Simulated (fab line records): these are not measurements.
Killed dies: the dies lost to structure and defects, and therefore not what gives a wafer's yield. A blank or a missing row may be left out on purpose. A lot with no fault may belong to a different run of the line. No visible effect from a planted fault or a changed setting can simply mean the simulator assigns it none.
Which tool is to blame? + flow rit cmos + 24 wafers from 8 lots sampled at 3 of the route's 202 steps

== WHAT EACH GAUGE READ, for each wafer ==
RIT_NSD_OVL_MEAS_06.
| lot  | measured    | on         | NSD_OVL (nm)      |
|------|-------------|------------|-------------------|
| L178 | day 3 15:34 | overlay-01 | 0.1 -0.6 0.6      |
| L180 | day 3 21:35 | overlay-01 | 0.7 2.7 1.3       |
| L182 | day 4 01:43 | overlay-01 | 422.3 420.9 420.5 |
| L186 | day 5 01:26 | overlay-02 | 422.6 420.7 420.3 |
| L190 | day 5 20:40 | overlay-01 | 1.5 2.8 3.3       |
| L194 | day 6 15:07 | overlay-01 | 0.5 0.8 2.1       |
| L198 | day 7 10:10 | overlay-02 | 2.1 1.5 0.1       |
| L200 | day 8 00:47 | overlay-02 | 1.0 0.3 0.2       |

== WHICH TOOL RAN EACH LOT (tool, then ch and the chambers of the sampled wafers, then the start) ==
| lot  | RIT_NLDD_STRIP_09                   | RIT_NSD_EXPOSE_03                  |
|------|-------------------------------------|------------------------------------|
| L178 | plasma asher-04 ch 0,1, day 3 10:05 | iline stepper-01 ch 0, day 3 15:10 |
| L180 | plasma asher-04 ch 0,1, day 3 16:03 | iline stepper-02 ch 0, day 3 21:03 |
| L182 | plasma asher-03 ch 1, day 3 19:53   | iline stepper-02 ch 0, day 4 01:19 |
| L186 | plasma asher-03 ch 0,1, day 4 20:19 | iline stepper-02 ch 0, day 5 01:02 |
| L190 | plasma asher-03 ch 0,1, day 5 14:37 | iline stepper-01 ch 0, day 5 20:14 |
| L194 | plasma asher-04 ch 0,1, day 6 09:45 | iline stepper-01 ch 0, day 6 14:44 |
| L198 | plasma asher-04 ch 0,1, day 7 04:55 | iline stepper-01 ch 0, day 7 09:47 |
| L200 | plasma asher-02 ch 0,1, day 7 17:23 | iline stepper-01 ch 0, day 8 00:23 |
- RIT_NLDD_STRIP_09: strips in O2, time 180 s.
- RIT_NSD_EXPOSE_03: exposes mask M9, target cd 40700 nm.

== THE ANSWER, worked out from the rows above alone ==
Rule: usual is defined by the lots themselves. Put in order of their means at a reading, lots are off if they are a third of the lots or fewer, leave a main group of 4 or more, and stand apart from it by a gap of 3 or more times the standard deviation of the main group's means; of several such gaps the widest counts. A main group whose means are all the same, to the digits that the tables above print for the reading, isn't used. A lot without any number at a reading at which 4 lots or more have one is off too. The other lots that the step has rows for count as sound.
Off: at RIT_NSD_OVL_MEAS_06 (NSD_OVL), L182, L186. The main group has a mean of 1.2 nm with a standard deviation of 0.79.
A tool fits if, at a process step before that reading, it ran every lot that is off, and no sound lot after the first of them. The gauges at RIT_NSD_OVL_MEAS_06 are tried like those tools. One fits: RIT_NSD_EXPOSE_03 on iline stepper-02. A fault onset in the window from L180 (day 3 21:03, its last sound lot) to L182 (day 4 01:19, its first lot off) fits.

== WHAT WAS PUT IN BY THE SIMULATOR ==
Scanner matching overlay: iline stepper-02, from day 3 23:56 on, at RIT_NSD_EXPOSE_03. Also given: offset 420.
Lots struck among those shown: L182, L186. This agrees with what the rule above found.
